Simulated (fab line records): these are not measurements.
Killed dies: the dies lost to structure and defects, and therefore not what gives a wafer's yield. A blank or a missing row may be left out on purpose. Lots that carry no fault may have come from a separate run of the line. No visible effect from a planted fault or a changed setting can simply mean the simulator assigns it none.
One fault seen from 2 desks | flow ritCmos | numbers are kept per desk, each desk with only its own; the story behind them comes last

AT THE METROLOGY DESK
Lot by lot, what the gauges showed, no matter which tool ran the lot: averages of those sampled wafers that carry a number. The brackets show how far a lot's mean lies from the usual mean; more than 4 standard deviations puts the lot out of limits, marked OUT.
Columns: A = ACTIVE_OXIDE_THK at RIT_ACTIVE_THK_MEAS_02, usual 52.2 nm; B = ACTIVE_NITRIDE_THK at RIT_ACTIVE_THK_MEAS_04, usual 149.7 nm; C = cdNm at RIT_ACTIVE_CD_MEAS_11, usual 1400.2 nm; D = cdNm at RIT_ACTIVE_CD_MEAS_90, usual 1400.2 nm; E = FOX1_OXIDE_THK at RIT_FOX1_THK_MEAS_01, usual 354 nm; F = FOX2_OXIDE_THK at RIT_FOX2_THK_MEAS_01, usual 353 nm; G = FIELD_OXIDE_LEFT_1_THK at RIT_FOX2_THK_MEAS_90, usual 326 nm
lot  | first seen here | A    | B     | C      | D      | E   | F   | G
L848 | day 1 17:54     | 52.2 | 149.6 | 1398.4 | 1398.4 | 361 | 348 | 321
L852 | day 2 13:29     | 52.2 | 149.6 | 1397.5 | 1397.8 | 346 | 347 | 319
L860 | day 4 06:59     | 51.7 | 149.1 | 1398.5 | 1398.4 | 354 | 350 | 323
L863 | day 4 20:04     | 51.7 | 148.2 | 1396.5 | 1396.2 | 360 | 361 | 334
L866 | day 5 12:35     | 52.3 | 150.9 | 1399.0 | 1399.2 | 363 | 355 | 328
L870 | day 6 07:11     | 52.1 | 149.0 | 1402.7 | 1403.0 | 353 | 366 | 339
Finding of this desk: none of the 6 lots has anything out of limits.

FOR THE TOOL OWNER'S DESK: rieDiel-01
The tool's own readings at RIT_ACTIVE_ETCH_13 (etches Si3N4 in SF6, stops on SiO2, time 210 s, target depth 210 nm): means of the sampled wafers that have a number, for each lot that ran on this tool. The brackets show how far a lot's mean lies from the usual mean; more than 4 standard deviations puts the lot out of limits, marked OUT.
Columns: A = drypumpMotorCurrentA at RIT_ACTIVE_ETCH_13, usual 5.7 A; B = oesProductAu at RIT_ACTIVE_ETCH_13, usual 0.819 a.u.; C = runLengthS at RIT_ACTIVE_ETCH_13, usual 238.4 s; D = throttleValvePct at RIT_ACTIVE_ETCH_13, usual 7.45 %
lot  | first seen here | A   | B     | C               | D
L852 | day 2 16:15     | 5.5 | 0.816 | 238.2           | 7.41
L860 | day 4 09:37     | 5.4 | 0.787 | 256.2 (+34) OUT | 7.51
L863 | day 4 22:43     | 5.3 | 0.779 | 255.9 (+34) OUT | 7.44
This desk's finding: out of limits on L860, L863; first on L860, day 4 09:37 (runLengthS at RIT_ACTIVE_ETCH_13). Within limits: L852.

PUT TOGETHER
An alarm could have come from the tool owner's desk at day 4 09:37, on L860, L863.
From the metrology desk's view, nothing was out of limits.
The metrology desk has L860, L863 on record, within its limits.
The lots listed all ran RIT_ACTIVE_ETCH_13 on rieDiel-01.

WHAT HAD BEEN PUT IN BY THE SIMULATOR
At RIT_ACTIVE_ETCH_13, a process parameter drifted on rieDiel-01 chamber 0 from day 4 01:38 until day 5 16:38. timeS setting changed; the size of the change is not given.
Lots struck among those shown: L860, L863.
Delay in hours, fault start to first out-of-limits reading, by desk: the tool owner's desk at 8.
